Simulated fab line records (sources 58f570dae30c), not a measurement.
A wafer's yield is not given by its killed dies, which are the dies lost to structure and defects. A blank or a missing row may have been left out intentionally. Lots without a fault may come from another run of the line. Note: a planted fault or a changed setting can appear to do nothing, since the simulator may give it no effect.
A lot that was struck, set against a sound lot	flow berkeleyCmos170	19 out of 331 route steps
Sound: wafers L538.2, L538.5, L538.6. Struck: wafer L552.1 (L552.5, L552.6, from the same lot, were not struck and are left out); the cause is given at the end.
Order at every step that has rows: each side's tool, ch and its chambers, its first start. Under that, the readings that differ: sound wafers	struck wafers	difference of the means	sigmas: that difference in standard deviations of wafers without a fault.
alike: readings whose means differ by less than 2 such deviations, and words and numbers that are the same on both sides. not compared: withheld readings, readings that some wafer has no value for, bounds like >300 that may hide the same value, and numbers for which the record gives no deviation and whose values overlap.
Wherever a step has rows on one side only, a row that says differs or no value, or a row with sigmas, the two part there. When numbers do not overlap yet have no deviation, they are printed without sigmas and do not part them. A reading missing from all wafers of one side parts the sides only when that side holds two or more wafers.

first, 2 steps without rows for these wafers: UCB170_GATE_ANNEAL_03 (time 1800 s); UCB170_GATE_CVD_04 (deposits poly-Si from SiH4, time 1440 s, target thk 214 nm).
UCB170_GATE_THK_MEAS_05:
  sound on filmMetro-03, day 7 22:42; struck on filmMetro-01, day 10 08:17
  alike: GATE_POLY_THK
then, 4 steps without rows for these wafers: UCB170_GATE_COAT_06; UCB170_GATE_COAT_07 (resist thk 900 nm); UCB170_GATE_SOFTBAKE_08 (time 60 s); UCB170_GATE_EXPOSE_09 (exposes mask POLY, target cd 350 nm).
UCB170_GATE_PEB_10:
  sound on lithoTrack-04 ch 0, day 7 23:41; struck on lithoTrack-04 ch 0, day 10 09:44
  alike: plateSensorTCentreC, plateSensorTEdgeC
then, 1 step without rows for these wafers: UCB170_GATE_DEVELOP_11 (develop time 45 s).
UCB170_GATE_CD_MEAS_12: target cd 350 nm.
  sound on cdSem-02, day 7 23:57; struck on cdSem-01, day 10 10:00
  alike: cdNm
UCB170_GATE_OVL_MEAS_13:
  sound on overlay-01, day 8 00:03; struck on overlay-01, day 10 10:07
  alike: GATE_OVL
UCB170_GATE_ETCH_14: etches BARC in N2/H2.
  sound on rieDiel-04 ch 0,1, day 8 00:05; struck on rieDiel-04 ch 2, day 10 10:10
reading	sound	struck	difference	sigmas
oesProductAu (a.u.)	1.012 1.004 0.961	1.032	+0.040	+2
throttleValvePct (%)	13.68 13.69 13.45	13.13	-0.48	-2
  alike: drypumpMotorCurrentA
UCB170_GATE_ETCH_15: etches poly-Si in HBr/Cl2, stops on SiO2, time 56.3 s, target depth 278.2 nm.
  sound on rieSi-02 ch 0,2,3, day 8 00:08; struck on rieSi-02 ch 2, day 10 10:12
reading	sound	struck	difference	sigmas
oesProductAu (a.u.)	0.841 0.835 0.809	0.759	-0.069	-6
model.KrF_of_GATE_COAT_07.thkNm (nm)	774.3 777.7 778.8	812.6	+35.7	
model.GATE.featureDepthNm (nm)	210.9 210.8 210.8	187.3	-23.5	
model.etch.depthNm (nm)	210.9 210.8 210.8	187.3	-23.5	
  alike: drypumpMotorCurrentA, throttleValvePct
  not compared: rfHoursCounterH
UCB170_GATE_STRIP_16: strips in O2.
  sound on plasmaAsher-03 ch 0,1, day 8 00:10; struck on plasmaAsher-04 ch 0, day 10 10:15
  alike: drypumpMotorCurrentA, oesProductAu
  not compared: rfHoursCounterH
UCB170_GATE_CD_MEAS_90: target cd 350 nm.
  sound on cdSem-02, day 8 00:17; struck on cdSem-01, day 10 10:21
  alike: cdNm
then, 1 step without rows for these wafers: UCB170_GATE_CLEAN_17 (cleans in SPM, time 600 s).
UCB170_PLDD_HMDS_00: prime time 60 s.
  the record has rows for the sound wafers here (lithoTrack-02 ch 0, day 8 00:35) and none for the struck ones
UCB170_PLDD_COAT_01: resist thk 886.3 nm.
  the record has rows for the sound wafers here (lithoTrack-02 ch 0, day 8 00:44) and none for the struck ones
UCB170_M3_PROBE_99:
  sound on prober-02, day 9 23:16; struck on prober-01, day 11 23:55
reading	sound	struck	difference	sigmas
hold	- - -	awaitDispo/2.1h/release	no value on the sound wafers	
model.etest.ppolyLine.short	0 0 0	1	+1	
model.etest.nmosTurned.short	0 0 0	1	+1	
model.etest.nmos_0p6.short	0 0 0	1	+1	
model.etest.diodeNplusComb.overLimit	0 0 0	1	+1	
model.etest.pmos_0p35.overLimit	0 0 0	1	+1	
model.etest.diodeNplusComb.short	0 0 0	1	+1	
model.etest.capPGate.short	0 0 0	1	+1	
model.etest.pmos_0p6.short	0 0 0	1	+1	

== WHERE THEY PART ==
At UCB170_GATE_ETCH_14 first; at UCB170_M3_PROBE_99 last (within this record only).

WHY: the cause the simulator had injected
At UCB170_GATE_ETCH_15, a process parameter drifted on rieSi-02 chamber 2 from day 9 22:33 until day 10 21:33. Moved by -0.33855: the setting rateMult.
